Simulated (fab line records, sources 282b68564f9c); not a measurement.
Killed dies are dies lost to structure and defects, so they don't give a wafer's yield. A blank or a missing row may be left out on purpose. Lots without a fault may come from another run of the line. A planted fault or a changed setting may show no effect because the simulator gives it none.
Split-lot experiment | flow rit_cmos | 5 lots, 23 wafers read, on a route of 202 steps

THE SPLIT
At RIT_M1_SPUTTER_00 (material Al, target thk 400 nm, time 500 s), the setting time_s was moved away from the recipe's 500 s on 9 of the 23 wafers read, by -14.1% to +8.3%. The other wafers ran this setting at the recipe's value.

FROM THE SPLIT TO THE READING: what the file shows between them, 1 step
- RIT_M1_RS_MEAS_01: measures by four-point-probe

THE READING
M1_AL_THK, in nm, at RIT_M1_THK_MEAS_02 (measures by xrf). Fault-free wafers of this fab line usually give 396 nm, standard deviation 3.8 nm.

wafer  | tool, chamber at the split | time_s as run, s | against the recipe | M1_AL_THK, nm | against lot-mates on the recipe
L076.1 | pvd_sputter-04, -          | 500              | recipe             | 394           | -
L076.2 | pvd_sputter-04, -          | 460.5            | -7.9%              | 360           | -33
L076.4 | pvd_sputter-04, -          | 500              | recipe             | 391           | -
L076.5 | pvd_sputter-04, -          | 500              | recipe             | 395           | -
L076.6 | pvd_sputter-04, -          | 460.5            | -7.9%              | 361           | -32
L078.1 | pvd_sputter-04, -          | 500              | recipe             | 393           | -
L078.2 | pvd_sputter-04, -          | 500              | recipe             | 391           | -
L078.3 | pvd_sputter-04, -          | 541.5            | +8.3%              | 428           | +37
L078.5 | pvd_sputter-04, -          | 541.5            | +8.3%              | 426           | +35
L078.6 | pvd_sputter-04, -          | 500              | recipe             | 389           | -
L079.1 | pvd_sputter-01, -          | 500              | recipe             | 402           | -
L079.2 | pvd_sputter-01, -          | 500              | recipe             | 402           | -
L079.6 | pvd_sputter-01, -          | 500              | recipe             | 402           | -
L080.1 | pvd_sputter-04, -          | 534.9            | +7.0%              | 425           | +24
L080.2 | pvd_sputter-04, -          | 500              | recipe             | 398           | -
L080.4 | pvd_sputter-04, -          | 534.9            | +7.0%              | 428           | +28
L080.5 | pvd_sputter-04, -          | 500              | recipe             | 403           | -
L080.6 | pvd_sputter-04, -          | 534.9            | +7.0%              | 427           | +26
L082.1 | pvd_sputter-04, -          | 429.6            | -14.1%             | 339           | -56
L082.2 | pvd_sputter-04, -          | 500              | recipe             | 393           | -
L082.3 | pvd_sputter-04, -          | 500              | recipe             | 395           | -
L082.4 | pvd_sputter-04, -          | 500              | recipe             | 397           | -
L082.6 | pvd_sputter-04, -          | 429.6            | -14.1%             | 338           | -57

THE FIT
A straight line over all 23 wafers: M1_AL_THK changes by +4.14 nm for each +1% of time_s; r = +0.99; the points scatter about the line by 4 nm.
The same after taking each lot's own level away (the mean of its wafers on the recipe; 23 wafers): +4.04 nm for each +1%; r = +1.00; scatter 1.8 nm.
On that fit, the largest move of time_s shifts the reading by 57 nm.
The lots' own levels span 391.0 to 402.0 nm, that is 2.9 times the standard deviation above.
So the lot-to-lot level changes the slope little: the two slopes agree.
Check: with one of the wafers moved furthest among these (-14.1%) left out of the fit, the line predicts -57.4 nm for it against its lot-mates. It came out at -56 nm against them.

OTHER SPLITS ON THESE WAFERS
These wafers also went through other splits before the reading. Each is held against what the fit with the lots' levels taken away leaves over:
other split on the same wafers | wafers away from the commonest value | r with M1_AL_THK (lot level and that fit taken away)
RIT_NSD_COAT_01 spin_rpm       | 10                                   | -0.13
RIT_PSD_IMPLANT_08 energy_kev  | 7                                    | +0.47
RIT_CONTACT_CVD_00 time_s      | 8                                    | +0.13
RIT_CONTACT_ETCH_11 time_s     | 9                                    | +0.22

THE WHOLE CHAIN: every reading that the file lists as answering this split, in the file's order
step               | what it does                               | reading                                                                     | change (the file's fit)               | r (the file's)
RIT_M1_SPUTTER_00  | material Al, target thk 400 nm, time 500 s | Al_of_M1_SPUTTER_00.thk_nm (the simulator's own value, which no gauge read) | +4.07 nm for each +1% of the setting  | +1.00
RIT_M1_RS_MEAS_01  | measures by four-point-probe               | M1_AL_RS                                                                    | -0.000829 for each +1% of the setting | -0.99
RIT_M1_THK_MEAS_02 | measures by xrf                            | M1_AL_THK                                                                   | +4.08 for each +1% of the setting     | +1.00

THE FILE'S OWN FIT
M1_AL_THK changes by +4.08 nm for each +1% of time_s, r = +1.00.
